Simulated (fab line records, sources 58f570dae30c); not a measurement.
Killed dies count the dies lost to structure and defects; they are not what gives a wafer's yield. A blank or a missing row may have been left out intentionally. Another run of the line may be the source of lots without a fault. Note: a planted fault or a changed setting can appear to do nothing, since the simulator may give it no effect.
Split-lot experiment    flow berkeleyCmos170    23 wafers read across 5 lots, on a route 331 steps long

SPLIT DETAILS
At UCB170_PWELL_CVD_05 (deposits Si3N4 from SiH2Cl2/NH3, target thk 220 nm, time 3300 s), the setting pressureMtorr was moved away from the recipe's 200 mTorr on 15 of the 23 wafers read, by -12.0% to +11.2%. All remaining wafers had this setting at the recipe value.

Between the split and the reading, the file records no step.

THE READING
PWELL_NITRIDE_THK at UCB170_PWELL_THK_MEAS_06, in nm. Fault-free wafers of this fab line usually give 220.2 nm, standard deviation 1.7 nm.

wafer   tool, chamber at the split  pressureMtorr as run, mTorr  against the recipe  PWELL_NITRIDE_THK, nm  against lot-mates on the recipe
L075.3  lpcvd-02, 0                 200                          recipe              218.9                  -
L075.4  lpcvd-02, 0                 200                          recipe              220.9                  -
L075.6  lpcvd-02, 0                 200                          recipe              218.8                  -
L076.2  -, -                        200                          recipe              219.0                  -
L076.3  -, -                        200                          recipe              219.7                  -
L076.4  -, -                        200                          recipe              219.8                  -
L076.5  -, -                        200                          recipe              219.8                  -
L076.6  -, -                        200                          recipe              219.0                  -
L078.1  -, -                        222.3                        +11.2%              228.8                  no lot-mate on the recipe
L078.2  -, -                        222.3                        +11.2%              228.8                  no lot-mate on the recipe
L078.3  -, -                        222.3                        +11.2%              229.1                  no lot-mate on the recipe
L078.4  -, -                        222.3                        +11.2%              229.2                  no lot-mate on the recipe
L078.6  -, -                        222.3                        +11.2%              230.9                  no lot-mate on the recipe
L080.1  -, -                        175.9                        -12.0%              211.5                  no lot-mate on the recipe
L080.2  -, -                        175.9                        -12.0%              210.1                  no lot-mate on the recipe
L080.4  -, -                        175.9                        -12.0%              212.0                  no lot-mate on the recipe
L080.5  -, -                        175.9                        -12.0%              213.4                  no lot-mate on the recipe
L080.6  -, -                        175.9                        -12.0%              210.0                  no lot-mate on the recipe
L083.1  -, -                        191.9                        -4.0%               219.1                  no lot-mate on the recipe
L083.2  -, -                        191.9                        -4.0%               218.1                  no lot-mate on the recipe
L083.4  -, -                        191.9                        -4.0%               219.6                  no lot-mate on the recipe
L083.5  -, -                        191.9                        -4.0%               219.5                  no lot-mate on the recipe
L083.6  -, -                        191.9                        -4.0%               218.8                  no lot-mate on the recipe

THE FIT
A straight line over all 23 wafers: PWELL_NITRIDE_THK changes by +0.751 nm for each +1% of pressureMtorr; r = +0.98; the points scatter about the line by 1.3 nm.
Too few moved wafers with a lot-mate on the recipe to fit a line net of each lot's own level.

THE WHOLE CHAIN: every reading that the file lists as answering this split, in the file's order
step                      what it does                                                     reading                                                                       change (the file's fit)                r (the file's)
UCB170_PWELL_CVD_05       deposits Si3N4 from SiH2Cl2/NH3, target thk 220 nm, time 3300 s  Si3N4_of_PWELL_CVD_05.thkNm (the simulator's own value, which no gauge read)  +0.755 nm for each +1% of the setting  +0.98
UCB170_PWELL_THK_MEAS_06                                                                   PWELL_NITRIDE_THK                                                             +0.751 for each +1% of the setting     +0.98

FILE'S OWN FIT
PWELL_NITRIDE_THK changes by +0.751 nm for each +1% of pressureMtorr, r = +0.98.
